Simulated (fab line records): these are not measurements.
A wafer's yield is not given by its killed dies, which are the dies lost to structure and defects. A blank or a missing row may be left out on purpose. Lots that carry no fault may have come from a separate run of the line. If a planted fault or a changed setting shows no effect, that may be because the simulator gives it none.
Split-lot experiment	flow berkeley-cmos170	route with 331 steps; 5 lots, 23 wafers read

== THE SPLIT ==
At UCB170_PLDD_COAT_01 (resist thk 900 nm), the setting resist-thk-nm was moved away from the recipe's 900 nm on 6 of the 23 wafers read, by -3.4% to +2.8%. For the rest of the wafers, this setting stayed at what the recipe calls for.

The split's own step is where the reading is taken.

== THE READING ==
KrF_of_PLDD_COAT_01.thk-nm (the simulator's own value, which no gauge read), in nm, at UCB170_PLDD_COAT_01 (resist thk 900 nm). The file does not state a usual value for it. Here, 17 wafers ran the recipe; their average is 900.7 nm with a standard deviation of 2.1 nm.

wafer	tool, chamber at the split	resist-thk-nm as run, nm	against the recipe	KrF_of_PLDD_COAT_01.thk-nm, nm	against lot-mates on the recipe
L078.1	litho-track-04, 0	900	recipe	904.1	-
L078.2	litho-track-04, 0	900	recipe	901.8	-
L078.3	litho-track-04, 0	900	recipe	904.9	-
L078.4	litho-track-04, 0	883.4	-1.8%	886.7	-16.9
L078.5	litho-track-04, 0	883.4	-1.8%	887	-16.6
L082.1	litho-track-04, 0	925.4	+2.8%	928.2	+27.9
L082.2	litho-track-04, 0	925.4	+2.8%	929.8	+29.5
L082.3	litho-track-04, 0	900	recipe	900.2	-
L082.4	litho-track-04, 0	900	recipe	901	-
L082.5	litho-track-04, 0	900	recipe	899.8	-
L083.1	litho-track-02, 0	900	recipe	901.4	-
L083.5	litho-track-02, 0	900	recipe	901.4	-
L083.2	litho-track-02, 0	900	recipe	902.3	-
L083.4	litho-track-02, 0	869	-3.4%	867.8	-33.9
L083.6	litho-track-02, 0	869	-3.4%	868.6	-33.1
L084.1	litho-track-02, 0	900	recipe	899.5	-
L084.5	litho-track-02, 0	900	recipe	902.9	-
L084.6	litho-track-02, 0	900	recipe	900.6	-
L085.1	litho-track-04, 0	900	recipe	899	-
L085.2	litho-track-04, 0	900	recipe	897.4	-
L085.3	litho-track-04, 0	900	recipe	897.4	-
L085.4	litho-track-04, 0	900	recipe	899.4	-
L085.6	litho-track-04, 0	900	recipe	898.5	-

FIT RESULTS
A straight line over all 23 wafers: KrF_of_PLDD_COAT_01.thk-nm changes by +9.4 nm for each +1% of resist-thk-nm; r = +0.99; the points scatter about the line by 2.2 nm.
The same after taking each lot's own level away (the mean of its wafers on the recipe; 23 wafers): +9.8 nm for each +1%; r = +1.00; scatter 1 nm.
Per that fit: largest resist-thk-nm move, reading shift of 34 nm.
The span of the lots' own levels, 898.34 to 903.60 nm, comes to 2.5 times the standard deviation stated above.
The two slopes are in agreement: the lot-to-lot level therefore moves the slope only a little.
Check: -33.4 nm against its lot-mates is what the line predicts for one of the wafers moved furthest among these (-3.4%) when that wafer is left out of the fit. Against them it came out at -33.9 nm.

== THE OTHER SPLITS THESE WAFERS WENT THROUGH ==
Other splits were also applied to these wafers ahead of the reading. Each is held against what the fit with the lots' levels taken away leaves over:
other split on the same wafers	wafers away from the commonest value	r with KrF_of_PLDD_COAT_01.thk-nm (lot level and that fit taken away)
UCB170_NWELL_COAT_07 spin-rpm	9	+0.07
UCB170_NWELL_ETCH_13 rf-w	6	+0.03
UCB170_PFIELD_COAT_01 resist-thk-nm	7	-0.04
UCB170_FIELD_OXIDATION_01 ox-time-s	18	-0.16
UCB170_SACOX_OXIDATION_01 ox-time-s	10	+0.04
UCB170_PVT_SOFTBAKE_02 time-s	7	+0.35

== THE WHOLE CHAIN: every reading that the file lists as answering this split, in the file's order ==
step	what it does	reading	change (the file's fit)	r (the file's)
UCB170_PLDD_COAT_01	resist thk 900 nm	KrF_of_PLDD_COAT_01.thk-nm (the simulator's own value, which no gauge read)	+9.78 nm for each +1% of the setting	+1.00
UCB170_PLDD_STRIP_10	strips in O2	strip-time-to-endpoint-s	withheld for each +1% of the setting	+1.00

== THE FILE'S OWN FIT ==
KrF_of_PLDD_COAT_01.thk-nm changes by +9.78 nm for each +1% of resist-thk-nm, r = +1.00.
